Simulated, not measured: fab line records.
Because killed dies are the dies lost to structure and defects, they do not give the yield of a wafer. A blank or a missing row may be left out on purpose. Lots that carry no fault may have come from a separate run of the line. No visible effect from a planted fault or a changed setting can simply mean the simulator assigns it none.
Matching of chambers + flow rit cmos + RIT_ACTIVE_ETCH_13 on rie diel-03 has 4 sister chambers
The step etches Si3N4 in SF6, stops on SiO2, time 201.2 s, target depth 210 nm. 7 wafers are shown with their chamber, then 6 later ones without.

== WAFERS, EACH WITH ITS CHAMBER ==
| wafer  | chamber | throttle valve pct (%) | oes product au (a.u.) |
|--------|---------|------------------------|-----------------------|
| L287.1 | 3       | 7.50                   | 0.815                 |
| L287.3 | 2       | 7.49                   | 0.840                 |
| L289.3 | 0       | 7.57                   | 0.815                 |
| L289.5 | 2       | 7.51                   | 0.847                 |
| L289.6 | 1       | 7.66                   | 0.840                 |
| L292.2 | 1       | 7.68                   | 0.835                 |
| L292.3 | 0       | 7.57                   | 0.802                 |

== WAFERS MISSING THEIR CHAMBER ==
| wafer  | throttle valve pct (%) | oes product au (a.u.) |
|--------|------------------------|-----------------------|
| L292.5 | 7.50                   | 0.842                 |
| L293.2 | 7.50                   | 0.851                 |
| L293.3 | 7.66                   | 0.849                 |
| L293.5 | 7.66                   | 0.845                 |
| L296.4 | 7.52                   | 0.879                 |
| L296.6 | 7.49                   | 0.867                 |

== EACH ONE'S CHAMBER ==
| wafer  | from the rows above | in truth                   |
|--------|---------------------|----------------------------|
| L292.5 | 2                   | 2                          |
| L293.2 | 2                   | 2                          |
| L293.3 | 1                   | 1                          |
| L293.5 | 1                   | 1                          |
| L296.4 | 2                   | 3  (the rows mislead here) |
| L296.6 | 2                   | 2                          |
Placed correctly: 5 of 6. Not placeable from these rows: 0. Wrongly placed: 1.
How it was worked out, from the rows above alone: a wafer's distance from a chamber is the root of the sum, over the readings, of the square of ((its reading less the chamber's mean) divided by the reading's scatter). If the next closest chamber is less than 2 further off than the closest, the wafer can't be placed; otherwise it belongs to the closest. A chamber's mean is the mean of its shown wafers. How the scatter is found: for the shown wafers, subtract from each reading the mean of its chamber, square and add these, divide the total by (wafers less chambers), then take the root.
